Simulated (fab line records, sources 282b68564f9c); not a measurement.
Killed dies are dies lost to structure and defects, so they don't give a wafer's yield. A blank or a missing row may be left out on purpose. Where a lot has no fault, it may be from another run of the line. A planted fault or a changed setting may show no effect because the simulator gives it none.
Which of the tools did it? | flow rit_cmos | 7 lots with 21 wafers sampled at 4 steps, on a route of 202 steps

## WHAT THE GAUGES SHOWED, per wafer
RIT_CONTACT_THK_MEAS_01.
lot  | measured    | on            | CONTACT_TEOS_THK (nm)
L313 | day 3 13:29 | film_metro-03 | 395 398 405
L315 | day 3 23:22 | film_metro-03 | 398 404 404
L318 | day 4 13:16 | film_metro-02 | 402 397 404
L324 | day 5 19:59 | film_metro-04 | 394 397 401
L328 | day 6 17:56 | film_metro-03 | 401 402 408
L331 | day 7 06:50 | film_metro-02 | 400 407 407
L334 | day 7 20:56 | film_metro-04 | 395 400 401

## WHAT TOOL EACH LOT RAN ON (gives the tool, then ch and the chambers of the sampled wafers, and finally the start)
lot  | RIT_SDANNEAL_RTA_03             | RIT_SILICIDE_RTA_06             | RIT_CONTACT_CVD_00
L313 | rtp_anneal-02 ch 0, day 3 12:22 | rtp_anneal-02 ch 0, day 3 13:22 | pecvd-01 ch 1,2, day 3 13:26
L315 | rtp_anneal-02 ch 0, day 3 22:15 | rtp_anneal-02 ch 0, day 3 23:16 | pecvd-02 ch 0,2, day 3 23:19
L318 | rtp_anneal-01 ch 0, day 4 12:10 | rtp_anneal-01 ch 0, day 4 13:09 | pecvd-02 ch 0,1, day 4 13:13
L324 | rtp_anneal-01 ch 0, day 5 18:52 | rtp_anneal-01 ch 0, day 5 19:52 | pecvd-02 ch 0,1,2, day 5 19:55
L328 | rtp_anneal-01 ch 0, day 6 16:43 | rtp_anneal-01 ch 0, day 6 17:47 | pecvd-01 ch 0,2, day 6 17:52
L331 | rtp_anneal-01 ch 0, day 7 05:35 | rtp_anneal-01 ch 0, day 7 06:38 | pecvd-01 ch 0, day 7 06:46
L334 | rtp_anneal-02 ch 0, day 7 19:50 | rtp_anneal-02 ch 0, day 7 20:49 | pecvd-01 ch 0,1,2, day 7 20:52
- RIT_SDANNEAL_RTA_03: time 5 s.
- RIT_SILICIDE_RTA_06: time 10 s, ramp up 5 s, ramp down 10 s.
- RIT_CONTACT_CVD_00: deposits SiO2 from TEOS, target thk 400 nm, time 61 s.

## THE ANSWER, worked out from the rows above alone
Rule: usual is defined by the lots themselves. The widest of any qualifying gaps counts: lots, ordered by their means at a reading, are off when they make up no more than a third of the lots, leave a main group of 4 or more, and stand apart from it by 3 or more times the standard deviation of that group's means. A main group whose means are all the same, to the digits that the tables above print for the reading, isn't used. Also off: a lot with no number at a reading for which 4 or more lots have one. Where the step has rows for the other lots, those lots are counted as sound.
Across all readings shown, no lot is off: no conclusion can be drawn from this.

## WHAT THE SIMULATOR HAD PUT IN
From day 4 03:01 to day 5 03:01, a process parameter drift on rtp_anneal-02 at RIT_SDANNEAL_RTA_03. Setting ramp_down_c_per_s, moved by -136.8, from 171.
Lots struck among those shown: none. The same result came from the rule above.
